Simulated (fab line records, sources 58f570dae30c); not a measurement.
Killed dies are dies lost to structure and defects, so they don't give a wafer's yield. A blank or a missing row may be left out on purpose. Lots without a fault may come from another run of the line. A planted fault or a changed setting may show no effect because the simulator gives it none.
Chamber matching | flow berkeley_cmos170 | UCB170_V2_CVD_00 on pecvd-03: 3 sister chambers
The step deposits SiO2 from TEOS/O2, target thk 2000 nm, time 250 s. 3 wafers are shown with their chamber, then 7 later ones without.

WAFERS WITH THEIR CHAMBER
wafer  | chamber | heater_power_w (W)
L383.6 | 1       | 181
L384.2 | 2       | 202
L384.3 | 0       | 342

WAFERS WITHOUT THEIR CHAMBER
wafer  | heater_power_w (W)
L384.6 | 181
L385.1 | 206
L385.2 | 193
L385.5 | 256
L392.2 | 346
L392.3 | 217
L392.4 | 260

WHICH CHAMBER EACH WENT THROUGH
wafer  | from the rows above          | in truth
L384.6 | can't be placed: 1 or 2      | 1
L385.1 | can't be placed: 2 or 1      | 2
L385.2 | can't be placed: 2 or 1      | 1
L385.5 | can't be placed: 2 or 1 or 0 | 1
L392.2 | 0                            | 0
L392.3 | can't be placed: 2 or 1      | 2
L392.4 | can't be placed: 2 or 1 or 0 | 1
Placed correctly: 1 of 7. Can't be placed from these rows: 6 (the true chamber is among the candidates in 6). Placed wrongly: 0.
How it was worked out, from the rows above alone: a wafer's distance from a chamber is the root of the sum, over the readings, of the square of ((its reading less the chamber's mean) divided by the reading's scatter). The wafer belongs to the nearest chamber; if the next one is less than 2 further off, it can't be placed. A chamber's mean is the mean of its shown wafers. The scatter: with one shown wafer a chamber, the root of the mean of the squares of how far each hidden wafer lies from its nearest shown one.
